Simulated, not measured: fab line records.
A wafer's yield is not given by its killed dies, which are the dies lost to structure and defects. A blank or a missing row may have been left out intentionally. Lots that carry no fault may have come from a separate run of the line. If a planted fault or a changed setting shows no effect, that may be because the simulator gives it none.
Which tool did it? | flow rit_cmos | 45 wafers sampled from 15 lots at 1 step of a route of 202

## WHAT THE GAUGES READ, wafer by wafer
Not one reading of a measure or inspect step in the record can be checked against a usual standard deviation.

## WHICH TOOL RAN EACH LOT (tool, then ch and the chambers of the sampled wafers, then the start)
lot  | RIT_PRETRO_EXPOSE_03
L818 | iline_stepper-02 ch 0, day 2 08:16
L819 | iline_stepper-02 ch 0, day 2 12:54
L821 | iline_stepper-01 ch 0, day 3 04:02
L823 | iline_stepper-01 ch 0, day 3 10:29
L824 | iline_stepper-02 ch 0, day 3 18:42
L825 | iline_stepper-01 ch 0, day 3 22:07
L826 | iline_stepper-02 ch 0, day 4 00:41
L827 | iline_stepper-02 ch 0, day 4 08:48
L828 | iline_stepper-01 ch 0, day 4 12:32
L830 | iline_stepper-01, day 4 23:28
L831 | iline_stepper-01, day 5 04:04
L832 | iline_stepper-01, day 5 10:02
L839 | iline_stepper-01 ch 0, day 7 03:13
L840 | iline_stepper-01 ch 0, day 7 09:35
L841 | iline_stepper-01 ch 0, day 7 14:46
- RIT_PRETRO_EXPOSE_03: exposes mask M5, target cd 43700 nm.

## WHAT THE TOOLS THEMSELVES READ (means of the sampled wafers that have a number; where no wafer has one, the mark that the record gives instead)
RIT_PRETRO_EXPOSE_03.
lot  | tool             | exposure_dose_mJ_cm2 | focus_offset_nm (nm)
L818 | iline_stepper-02 | 249.65               | -0.7
L819 | iline_stepper-02 | 250.01               | 0.2
L821 | iline_stepper-01 | 249.96               | 0.3
L823 | iline_stepper-01 | 249.91               | -0.2
L824 | iline_stepper-02 | 249.91               | -0.1
L825 | iline_stepper-01 | 249.94               | -0.3
L826 | iline_stepper-02 | 249.83               | -0.1
L827 | iline_stepper-02 | 249.99               | -0.5
L828 | iline_stepper-01 | 250.18               | 0.4
L830 | iline_stepper-01 | -                    | -
L831 | iline_stepper-01 | -                    | -
L832 | iline_stepper-01 | -                    | -
L839 | iline_stepper-01 | 249.82               | 0.7
L840 | iline_stepper-01 | 250.02               | -0.9
L841 | iline_stepper-01 | 249.81               | 0.6

## THE ANSWER, worked out from the rows above alone
Rule: what is usual is taken from the lots themselves. Put in order of their means at a reading, lots are off if they are a third of the lots or fewer, leave a main group of 4 or more, and stand apart from it by a gap of 3 or more times the standard deviation of the main group's means; of several such gaps the widest counts. A main group is skipped when, at the precision printed for the reading in the tables above, its means are all equal. A lot without any number at a reading at which 4 lots or more have one is off too. The other lots that the step has rows for count as sound. First the gauges in route order, then the tools' own readings, where a lot's mean is used as printed above. The first step at which some lot is off is used, and at that step the reading that is off furthest; a lot without a number counts as furthest.
Off: L830, L831, L832 (RIT_PRETRO_EXPOSE_03, exposure_dose_mJ_cm2). Without a number there: L830, L831, L832. Main group: mean 249.92, sd 0.13.
A tool fits if, at that step or a process step before it, it ran every lot that is off, and no sound lot after the first of them. None of those tried fits.

## WHAT HAD BEEN PUT IN BY THE SIMULATOR
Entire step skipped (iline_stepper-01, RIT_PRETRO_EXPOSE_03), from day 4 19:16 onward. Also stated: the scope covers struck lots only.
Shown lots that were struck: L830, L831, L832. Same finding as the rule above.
